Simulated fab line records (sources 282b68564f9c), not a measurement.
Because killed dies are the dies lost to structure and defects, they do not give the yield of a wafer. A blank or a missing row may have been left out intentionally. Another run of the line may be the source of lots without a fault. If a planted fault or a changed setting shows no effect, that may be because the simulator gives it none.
Struck lot and sound lot, side by side ; flow rit-cmos ; 14 out of 202 route steps
Sound: these wafers, L109.1, L109.2, L109.6. Struck: wafers L123.1, L123.2, L123.3. The cause is given at the end.
At each step with rows: each side's tool, then ch and its chambers, then its first start. Under that, the readings that differ: sound wafers ; struck wafers ; difference of the means ; sigmas: that difference in standard deviations of wafers without a fault.
alike: a reading whose means differ by less than 2 such deviations, as well as words and numbers matching on both sides. not compared: withheld readings; readings where some wafer has no value; bounds like >300 that might hide an equal value; numbers whose values overlap and for which the record gives no deviation.
The two part at a step that has a row with sigmas, a row that says differs or no value, or rows on one side only. Non-overlapping numbers with no deviation appear without sigmas and do not part them. A reading missing from all wafers of one side parts the sides only when that side holds two or more wafers.

first, 2 steps without rows for these wafers: RIT_GATE_CLEAN_03 (cleans in SC2, time 600 s); RIT_GATE_CLEAN_04 (cleans in dHF, time 60 s).
RIT_FOX2_THK_MEAS_91:
  sound on film-metro-01, day 2 08:28; struck on film-metro-01, day 5 08:31
  alike: FIELD_OXIDE_LEFT_2_THK
then, 2 steps without rows for these wafers: RIT_GATE_OXIDATION_05 (target thk 3 nm, ox time 270 s); RIT_GATE_ANNEAL_06 (time 600 s).
RIT_GATE_THK_MEAS_07:
  sound on film-metro-02, day 2 09:51; struck on film-metro-03, day 5 09:54
  alike: GATE_OXIDE_THK
then, 1 step without rows for these wafers: RIT_GATE_CVD_08 (deposits poly-Si from SiH4, target thk 250 nm, time 2220 s).
RIT_GATE_THK_MEAS_09:
  sound on film-metro-03, day 2 11:31; struck on film-metro-01, day 5 11:35
  alike: GATE_POLY_THK
then, 4 steps without rows for these wafers: RIT_GATE_HMDS_10 (prime time 60 s); RIT_GATE_COAT_11 (resist thk 850 nm); RIT_GATE_SOFTBAKE_12 (time 60 s); RIT_GATE_EXPOSE_13 (exposes mask M6, target cd 150 nm).
RIT_GATE_PEB_14:
  struck on litho-track-04, day 5 12:20; sound on litho-track-04 ch 0, day 2 12:09
reading;sound;struck;difference;sigmas
exhaust-pa (Pa);46.5 45.9 46.6;- - -;no value on the struck wafers;
  not compared: chill-plate-temp-C
then, 1 step without rows for these wafers: RIT_GATE_DEVELOP_15 (develop time 50 s).

## WHERE THEY PART
RIT_GATE_PEB_14 only, going by this record.

WHY: what the simulator had put in
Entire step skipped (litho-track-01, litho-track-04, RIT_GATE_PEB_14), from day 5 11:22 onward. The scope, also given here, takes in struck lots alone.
